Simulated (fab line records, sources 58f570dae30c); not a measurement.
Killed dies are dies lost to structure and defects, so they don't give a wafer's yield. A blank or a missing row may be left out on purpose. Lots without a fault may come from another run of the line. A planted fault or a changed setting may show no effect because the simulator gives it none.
Split-lot experiment | flow berkeley_cmos170 | 5 lots, 23 wafers read, on a route of 331 steps

THE SPLIT
At UCB170_PSD_COAT_01 (resist thk 900 nm), the setting resist_thk_nm was moved away from the recipe's 900 nm on 10 of the 23 wafers read, by -5.6% to +4.1%. The other wafers ran this setting at the recipe's value.

The reading is taken at the split's own step.

THE READING
KrF_of_PSD_COAT_01.thk_nm (the simulator's own value, which no gauge read), in nm, at UCB170_PSD_COAT_01 (resist thk 900 nm). The file gives no usual value for it. The 13 wafers here that ran the recipe average 899.4 nm, standard deviation 3 nm.

wafer  | tool, chamber at the split | resist_thk_nm as run, nm | against the recipe | KrF_of_PSD_COAT_01.thk_nm, nm | against lot-mates on the recipe
L074.1 | litho_track-04, 0          | 920                      | +2.2%              | 921.4                         | +19.3
L074.2 | litho_track-04, 0          | 920                      | +2.2%              | 923.6                         | +21.5
L074.3 | litho_track-04, 0          | 900                      | recipe             | 902.4                         | -
L074.4 | litho_track-04, 0          | 900                      | recipe             | 901.8                         | -
L074.5 | litho_track-04, 0          | 920                      | +2.2%              | 922.4                         | +20.3
L076.1 | litho_track-03, 0          | 900                      | recipe             | 901.3                         | -
L076.3 | litho_track-03, 0          | 849.9                    | -5.6%              | 847.4                         | -52.9
L076.4 | litho_track-03, 0          | 900                      | recipe             | 899.6                         | -
L076.5 | litho_track-03, 0          | 900                      | recipe             | 900                           | -
L076.6 | litho_track-03, 0          | 849.9                    | -5.6%              | 849                           | -51.3
L077.1 | litho_track-03, 0          | 900                      | recipe             | 903.7                         | -
L077.2 | litho_track-03, 0          | 924.3                    | +2.7%              | 926                           | +24.0
L077.3 | litho_track-03, 0          | 900                      | recipe             | 902.6                         | -
L077.4 | litho_track-03, 0          | 900                      | recipe             | 899.7                         | -
L077.5 | litho_track-03, 0          | 924.3                    | +2.7%              | 928.2                         | +26.2
L079.2 | litho_track-03, 0          | 900                      | recipe             | 893.7                         | -
L079.4 | litho_track-03, 0          | 900                      | recipe             | 894.7                         | -
L079.5 | litho_track-03, 0          | 900                      | recipe             | 898.4                         | -
L080.1 | litho_track-01, 0          | 936.9                    | +4.1%              | 935.9                         | +38.6
L080.2 | litho_track-01, 0          | 936.9                    | +4.1%              | 930.9                         | +33.6
L080.3 | litho_track-01, 0          | 900                      | recipe             | 896.3                         | -
L080.5 | litho_track-01, 0          | 900                      | recipe             | 898.4                         | -
L080.6 | litho_track-01, 0          | 936.9                    | +4.1%              | 935.1                         | +37.8

THE FIT
A straight line over all 23 wafers: KrF_of_PSD_COAT_01.thk_nm changes by +9.14 nm for each +1% of resist_thk_nm; r = +0.99; the points scatter about the line by 3.1 nm.
The same after taking each lot's own level away (the mean of its wafers on the recipe; 23 wafers): +9.2 nm for each +1%; r = +1.00; scatter 1.5 nm.
On that fit, the largest move of resist_thk_nm shifts the reading by 51 nm.
The lots' own levels span 895.60 to 902.10 nm, that is 2.2 times the standard deviation above.
So the lot-to-lot level changes the slope little: the two slopes agree.
Check: with one of the wafers moved furthest among these (-5.6%) left out of the fit, the line predicts -50.7 nm for it against its lot-mates. It came out at -52.9 nm against them.

OTHER SPLITS ON THESE WAFERS
These wafers also went through other splits before the reading. Each is held against what the fit with the lots' levels taken away leaves over:
other split on the same wafers       | wafers away from the commonest value | r with KrF_of_PSD_COAT_01.thk_nm (lot level and that fit taken away)
UCB170_NWELL_IMPLANT_14 dose_cm2     | 6                                    | -0.38
UCB170_PWELL_CVD_05 pressure_mtorr   | 10                                   | +0.18
UCB170_ACTIVE_OXIDATION_02 ox_time_s | 15                                   | +0.14
UCB170_PFIELD_COAT_01 spin_rpm       | 7                                    | +0.06
UCB170_PFIELD_DEVELOP_05 dev_temp_c  | 6                                    | +0.25
UCB170_SCREENOX_OXIDATION_01 temp_c  | 18                                   | -0.05
UCB170_NVT_COAT_01 spin_rpm          | 5                                    | -0.15
UCB170_PVT_IMPLANT_07 energy_kev     | 11                                   | -0.08
UCB170_GATE_CVD_04 pressure_mtorr    | 18                                   | +0.07
UCB170_NLDD_EXPOSE_03 dose_mj        | 9                                    | -0.19
UCB170_NLDD_IMPLANT_09 dose_cm2      | 4                                    | +0.01

THE WHOLE CHAIN: every reading that the file lists as answering this split, in the file's order
step                | what it does      | reading                                                                    | change (the file's fit)              | r (the file's)
UCB170_PSD_COAT_01  | resist thk 900 nm | KrF_of_PSD_COAT_01.thk_nm (the simulator's own value, which no gauge read) | +9.22 nm for each +1% of the setting | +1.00
UCB170_PSD_STRIP_09 | strips in O2      | strip_time_to_endpoint_s                                                   | withheld for each +1% of the setting | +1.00

THE FILE'S OWN FIT
KrF_of_PSD_COAT_01.thk_nm changes by +9.22 nm for each +1% of resist_thk_nm, r = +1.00.
